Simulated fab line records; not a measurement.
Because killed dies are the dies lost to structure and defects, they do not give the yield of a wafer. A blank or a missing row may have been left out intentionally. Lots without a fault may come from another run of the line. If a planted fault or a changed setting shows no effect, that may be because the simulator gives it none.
A struck lot beside a sound one / flow ritCmos / 14 steps out of a route of 202
Sound: these wafers, L822.1, L822.5, L822.6. The struck wafers were L817.1, L817.3, L817.4. The cause is named last.
At each step with rows: each side's tool, then ch and its chambers, then its first start. Under that, the readings that differ: sound wafers / struck wafers / difference of the means / sigmas: that difference in standard deviations of wafers without a fault.
alike: words and numbers the same on both sides, and readings whose means are apart by under 2 such deviations; not compared: readings that were withheld, readings missing a value for some wafer, numbers with overlapping values and no deviation given by the record, and bounds like >300 which may hide the same value.
The two part at a step that has a row with sigmas, a row that says differs or no value, or rows on one side only. Numbers that have no deviation but don't overlap get no sigmas and don't part them. A reading that every wafer of one side lacks parts them only if that side has two wafers or more.

RIT_PWELL_OVL_MEAS_06:
  sound on overlay-01, day 6 07:29; struck on overlay-02, day 5 09:48
reading=PWELL_OVL (nm); sound=-1.4 -0.2 -2.9; struck=3.4 0.5 1.4; difference=+3.3; sigmas=+3
then, 2 steps without rows for these wafers: RIT_PWELL_HARDBAKE_07 (time 120 s); RIT_PWELL_IMPLANT_08.
RIT_PWELL_STRIP_09: strips in O2, time 180 s.
  sound on plasmaAsher-02 ch 0,1, day 6 07:55; struck on plasmaAsher-02 ch 0,1, day 5 10:14
  alike: drypumpMotorCurrentA
  not compared: rfHoursCounterH
RIT_PWELL_TW_MEAS_10:
  sound on filmMetro-01, day 6 08:05; struck on filmMetro-01, day 5 10:25
  alike: PWELL_TW
then, 1 step without rows for these wafers: RIT_WELLDRIVE_ANNEAL_00 (time 14700 s).
RIT_WELLDRIVE_RS_MEAS_01: a four-point-probe measurement.
  sound on filmMetro-03, day 6 14:04; struck on filmMetro-02, day 5 17:10
  alike: NWELL_RS
RIT_WELLDRIVE_RS_MEAS_02: a four-point-probe measurement.
  sound on filmMetro-03, day 6 14:11; struck on filmMetro-02, day 5 17:17
  alike: PWELL_RS
then, 4 steps without rows for these wafers: RIT_NRETRO_HMDS_00 (prime time 60 s); RIT_NRETRO_COAT_01 (resist thk 1300 nm); RIT_NRETRO_SOFTBAKE_02 (time 60 s); RIT_NRETRO_EXPOSE_03 (exposes mask M4, target cd 43900 nm).
RIT_NRETRO_PEB_04:
  struck on lithoTrack-03, day 5 18:05; sound on lithoTrack-03 ch 0, day 6 15:09
reading=exhaustPa (Pa); sound=44.0 45.4 44.2; struck=- - -; difference=no value on the struck wafers; sigmas=
  not compared: chillPlateTempC
then, 1 step without rows for these wafers: RIT_NRETRO_DEVELOP_05 (develop time 68 s).

== WHERE THEY PART ==
First at RIT_PWELL_OVL_MEAS_06; last, within this record, at RIT_NRETRO_PEB_04.

WHY: the cause the simulator had injected
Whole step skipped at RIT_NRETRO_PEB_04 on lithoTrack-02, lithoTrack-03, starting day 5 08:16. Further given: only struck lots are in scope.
